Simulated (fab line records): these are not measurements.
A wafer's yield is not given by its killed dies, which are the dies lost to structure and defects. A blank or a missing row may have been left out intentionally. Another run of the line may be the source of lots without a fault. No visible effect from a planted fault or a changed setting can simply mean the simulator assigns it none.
Problem report, 8D (eight disciplines) form, completed by code	flow rit cmos	the parts of the form that need people (team, actions taken, sign-off) are left out

== 1. PROBLEM STATEMENT ==
Across 9 wafers from 3 lots, NWELL_RS at RIT_WELLDRIVE_RS_MEAS_01 averages 259.4 ohm/sq, while fault-free wafers read 275.9 ohm/sq with a standard deviation of 0.73. Measured from the usual mean, that is -23 standard deviations.
The step: measures by four-point-probe.
Seen first at day 3 06:11 on film metro-03, wafer L308.2. Wafers with a number at this step in the record: 45, from 15 lots. The rule behind "out" and "out of limits": a value lying over 4 standard deviations away from the usual mean. The rest of the wafers with a number are treated as sound.

== 2. WHAT IT IS, WHAT IT ISN'T ==
question	is	is not
which readings at this step	NWELL_RS	-
which lots	L308, L310, L311	L303, L305, L307, L309, L318, L319, L320, L321, L322, L324, L325, L326
which wafers of those lots	all that have a number	-
read on which gauges	film metro-03, film metro-04	film metro-02
when	from day 3 06:11	up to then (9 sound wafers); but 27 sound wafers of L309, L318, L319, L320, L321, L322, L324, L325, L326 came after

== 3. WHAT RULES OUT EACH SUSPECT ==
Counting: a tool at a process step up to the reading stays a suspect if it ran every lot that is out and no sound lot after the first of them.
- the gauge at RIT_WELLDRIVE_RS_MEAS_01: ruled out. The wafers that are out were read on 2 gauges (film metro-03, film metro-04).
- furnace-03 at RIT_WELLDRIVE_ANNEAL_00 (time 14700 s): ruled out as a lasting fault. After its first lot that is out, L308 (day 3 01:05), sound lots L324, L326 ran on it.
Left after counting: nothing in the record.

== 4. THE CAUSE (what the simulator had put in) ==
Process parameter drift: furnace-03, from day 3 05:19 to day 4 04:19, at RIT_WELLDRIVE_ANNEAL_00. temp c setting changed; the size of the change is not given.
It was ruled out by counting, in error; the rule expects a fault to strike all lots run on its tool from its start on, and this fault did not.

== 5. THE CHAIN OF EFFECTS, in route order ==
Rows list readings where the struck wafers' mean (over those with a number) sits beyond 3 standard deviations from the usual. Scope: only readings with a usual standard deviation given in the record; hours: median across lots of the time from each lot's start at the first step in this table that gives one to its start at this step; sigmas: change in usual standard deviations.
hours	step	reading	usual	on struck wafers	change	sigmas
0	RIT_WELLDRIVE_ANNEAL_00	spike tc centre C	1102.7 C	1118.8	+16.1	+13
0	RIT_WELLDRIVE_ANNEAL_00	spike tc load C	1126 C	1140	+14	+3.9
0	RIT_WELLDRIVE_ANNEAL_00	spike tc source C	1128.5 C	1141.4	+12.9	+5.6
0	RIT_WELLDRIVE_ANNEAL_00	tube center temp C	1100 C	1115	+15	+99 or more
0	RIT_WELLDRIVE_ANNEAL_00	tube_center_temp_C_max	1102.8	1117.7	+14.9	+30
5	RIT_WELLDRIVE_RS_MEAS_01	NWELL_RS	275.9 ohm/sq	259.4	-16.5	-23
5	RIT_WELLDRIVE_RS_MEAS_02	PWELL_RS	429.8 ohm/sq	411.5	-18.3	-14
Its process steps:
- RIT_WELLDRIVE_ANNEAL_00: time 14700 s.

== 6. WHAT WOULD HAVE CAUGHT IT SOONER ==
In this record the first reading out of limits at a measuring or inspecting step was taken at day 3 06:11, 1 hour after the fault began at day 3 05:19.
At RIT_WELLDRIVE_ANNEAL_00, the tool's own readings (spike tc centre C, spike tc source C, tube center temp C, tube_center_temp_C_max) were out on each struck wafer the step has a row for, so an alarm limit on them would have fired on the first such wafer.
